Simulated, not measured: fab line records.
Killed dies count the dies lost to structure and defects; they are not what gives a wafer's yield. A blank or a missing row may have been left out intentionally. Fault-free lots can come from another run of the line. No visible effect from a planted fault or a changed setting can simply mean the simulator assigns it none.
Split-lot experiment || flow ritCmos || route with 202 steps; 5 lots, 27 wafers read

SPLIT DETAILS
At RIT_GATE_OXIDATION_05 (target thk 3 nm, ox time 270 s), the setting oxTimeS was moved away from the recipe's 270 s on 24 of the 27 wafers read, by -54.0% to +59.6%. All remaining wafers had this setting at the recipe value.

BETWEEN THE SPLIT AND THE READING: the file shows 1 step in between
- RIT_GATE_ANNEAL_06: time 600 s

THE READING
GATE_OXIDE_THK in nanometres, read at RIT_GATE_THK_MEAS_07. On this fab line, fault-free wafers typically give 2.99 nm with a standard deviation of 0.058 nm.

{"wafer": "L075.1", "tool, chamber at the split": "-, -", "oxTimeS as run, s": 345.3, "against the recipe": "+27.9%", "GATE_OXIDE_THK, nm": 3.74, "against lot-mates on the recipe": "no lot-mate on the recipe"}
{"wafer": "L075.2", "tool, chamber at the split": "-, -", "oxTimeS as run, s": 345.3, "against the recipe": "+27.9%", "GATE_OXIDE_THK, nm": 3.69, "against lot-mates on the recipe": "no lot-mate on the recipe"}
{"wafer": "L075.3", "tool, chamber at the split": "-, -", "oxTimeS as run, s": 345.3, "against the recipe": "+27.9%", "GATE_OXIDE_THK, nm": 3.68, "against lot-mates on the recipe": "no lot-mate on the recipe"}
{"wafer": "L075.4", "tool, chamber at the split": "-, -", "oxTimeS as run, s": 345.3, "against the recipe": "+27.9%", "GATE_OXIDE_THK, nm": 3.63, "against lot-mates on the recipe": "no lot-mate on the recipe"}
{"wafer": "L075.5", "tool, chamber at the split": "-, -", "oxTimeS as run, s": 345.3, "against the recipe": "+27.9%", "GATE_OXIDE_THK, nm": 3.70, "against lot-mates on the recipe": "no lot-mate on the recipe"}
{"wafer": "L075.6", "tool, chamber at the split": "-, -", "oxTimeS as run, s": 345.3, "against the recipe": "+27.9%", "GATE_OXIDE_THK, nm": 3.63, "against lot-mates on the recipe": "no lot-mate on the recipe"}
{"wafer": "L079.1", "tool, chamber at the split": "furnace-01, 0", "oxTimeS as run, s": 270, "against the recipe": "recipe", "GATE_OXIDE_THK, nm": 2.94, "against lot-mates on the recipe": "-"}
{"wafer": "L079.4", "tool, chamber at the split": "furnace-01, 0", "oxTimeS as run, s": 270, "against the recipe": "recipe", "GATE_OXIDE_THK, nm": 2.99, "against lot-mates on the recipe": "-"}
{"wafer": "L079.6", "tool, chamber at the split": "furnace-01, 0", "oxTimeS as run, s": 270, "against the recipe": "recipe", "GATE_OXIDE_THK, nm": 2.97, "against lot-mates on the recipe": "-"}
{"wafer": "L081.1", "tool, chamber at the split": "-, -", "oxTimeS as run, s": 124.3, "against the recipe": "-54.0%", "GATE_OXIDE_THK, nm": 1.54, "against lot-mates on the recipe": "no lot-mate on the recipe"}
{"wafer": "L081.2", "tool, chamber at the split": "-, -", "oxTimeS as run, s": 124.3, "against the recipe": "-54.0%", "GATE_OXIDE_THK, nm": 1.55, "against lot-mates on the recipe": "no lot-mate on the recipe"}
{"wafer": "L081.3", "tool, chamber at the split": "-, -", "oxTimeS as run, s": 124.3, "against the recipe": "-54.0%", "GATE_OXIDE_THK, nm": 1.55, "against lot-mates on the recipe": "no lot-mate on the recipe"}
{"wafer": "L081.4", "tool, chamber at the split": "-, -", "oxTimeS as run, s": 124.3, "against the recipe": "-54.0%", "GATE_OXIDE_THK, nm": 1.55, "against lot-mates on the recipe": "no lot-mate on the recipe"}
{"wafer": "L081.5", "tool, chamber at the split": "-, -", "oxTimeS as run, s": 124.3, "against the recipe": "-54.0%", "GATE_OXIDE_THK, nm": 1.44, "against lot-mates on the recipe": "no lot-mate on the recipe"}
{"wafer": "L081.6", "tool, chamber at the split": "-, -", "oxTimeS as run, s": 124.3, "against the recipe": "-54.0%", "GATE_OXIDE_THK, nm": 1.56, "against lot-mates on the recipe": "no lot-mate on the recipe"}
{"wafer": "L084.1", "tool, chamber at the split": "-, -", "oxTimeS as run, s": 416.7, "against the recipe": "+54.3%", "GATE_OXIDE_THK, nm": 4.09, "against lot-mates on the recipe": "no lot-mate on the recipe"}
{"wafer": "L084.2", "tool, chamber at the split": "-, -", "oxTimeS as run, s": 416.7, "against the recipe": "+54.3%", "GATE_OXIDE_THK, nm": 4.12, "against lot-mates on the recipe": "no lot-mate on the recipe"}
{"wafer": "L084.3", "tool, chamber at the split": "-, -", "oxTimeS as run, s": 416.7, "against the recipe": "+54.3%", "GATE_OXIDE_THK, nm": 4.14, "against lot-mates on the recipe": "no lot-mate on the recipe"}
{"wafer": "L084.4", "tool, chamber at the split": "-, -", "oxTimeS as run, s": 416.7, "against the recipe": "+54.3%", "GATE_OXIDE_THK, nm": 4.01, "against lot-mates on the recipe": "no lot-mate on the recipe"}
{"wafer": "L084.5", "tool, chamber at the split": "-, -", "oxTimeS as run, s": 416.7, "against the recipe": "+54.3%", "GATE_OXIDE_THK, nm": 4.06, "against lot-mates on the recipe": "no lot-mate on the recipe"}
{"wafer": "L084.6", "tool, chamber at the split": "-, -", "oxTimeS as run, s": 416.7, "against the recipe": "+54.3%", "GATE_OXIDE_THK, nm": 4.12, "against lot-mates on the recipe": "no lot-mate on the recipe"}
{"wafer": "L085.1", "tool, chamber at the split": "-, -", "oxTimeS as run, s": 430.9, "against the recipe": "+59.6%", "GATE_OXIDE_THK, nm": 4.21, "against lot-mates on the recipe": "no lot-mate on the recipe"}
{"wafer": "L085.2", "tool, chamber at the split": "-, -", "oxTimeS as run, s": 430.9, "against the recipe": "+59.6%", "GATE_OXIDE_THK, nm": 4.27, "against lot-mates on the recipe": "no lot-mate on the recipe"}
{"wafer": "L085.3", "tool, chamber at the split": "-, -", "oxTimeS as run, s": 430.9, "against the recipe": "+59.6%", "GATE_OXIDE_THK, nm": 4.25, "against lot-mates on the recipe": "no lot-mate on the recipe"}
{"wafer": "L085.4", "tool, chamber at the split": "-, -", "oxTimeS as run, s": 430.9, "against the recipe": "+59.6%", "GATE_OXIDE_THK, nm": 4.25, "against lot-mates on the recipe": "no lot-mate on the recipe"}
{"wafer": "L085.5", "tool, chamber at the split": "-, -", "oxTimeS as run, s": 430.9, "against the recipe": "+59.6%", "GATE_OXIDE_THK, nm": 4.22, "against lot-mates on the recipe": "no lot-mate on the recipe"}
{"wafer": "L085.6", "tool, chamber at the split": "-, -", "oxTimeS as run, s": 430.9, "against the recipe": "+59.6%", "GATE_OXIDE_THK, nm": 4.20, "against lot-mates on the recipe": "no lot-mate on the recipe"}

FIT RESULTS
A straight line over all 27 wafers: GATE_OXIDE_THK changes by +0.0237 nm for each +1% of oxTimeS; r = +1.00; the points scatter about the line by 0.1 nm.
Too few moved wafers with a lot-mate on the recipe to fit a line net of each lot's own level.

THE WHOLE CHAIN: every reading that the file lists as answering this split, in the file's order
{"step": "RIT_GATE_OXIDATION_05", "what it does": "target thk 3 nm, ox time 270 s", "reading": "SiO2_of_GATE_OXIDATION_05.thkNm (the simulator's own value, which no gauge read)", "change (the file's fit)": "+0.0239 nm for each +1% of the setting", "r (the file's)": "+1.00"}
{"step": "RIT_GATE_THK_MEAS_07", "what it does": "", "reading": "GATE_OXIDE_THK", "change (the file's fit)": "+0.0237 for each +1% of the setting", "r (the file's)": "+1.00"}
{"step": "RIT_M1_PROBE_99", "what it does": "", "reading": "etest.pmos_0p3.rOnOhmUm (the simulator's own value, which no gauge read)", "change (the file's fit)": "+36.5 for each +1% of the setting", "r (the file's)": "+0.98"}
{"step": "RIT_M1_PROBE_99", "what it does": "", "reading": "etest.nmos_0p3.rOnOhmUm (the simulator's own value, which no gauge read)", "change (the file's fit)": "+10.8 for each +1% of the setting", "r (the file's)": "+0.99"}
{"step": "RIT_M1_PROBE_99", "what it does": "", "reading": "etest.nmos_0p15.driveUaUm (the simulator's own value, which no gauge read)", "change (the file's fit)": "-2.07 for each +1% of the setting", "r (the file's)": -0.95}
{"step": "RIT_M1_PROBE_99", "what it does": "", "reading": "etest.nmosNarrow.driveUaUm (the simulator's own value, which no gauge read)", "change (the file's fit)": "-1.5 for each +1% of the setting", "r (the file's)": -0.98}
{"step": "RIT_M1_PROBE_99", "what it does": "", "reading": "etest.nmos_0p3.driveUaUm (the simulator's own value, which no gauge read)", "change (the file's fit)": "-1.47 for each +1% of the setting", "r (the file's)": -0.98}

FILE'S OWN FIT
GATE_OXIDE_THK changes by +0.0237 nm for each +1% of oxTimeS, r = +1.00.
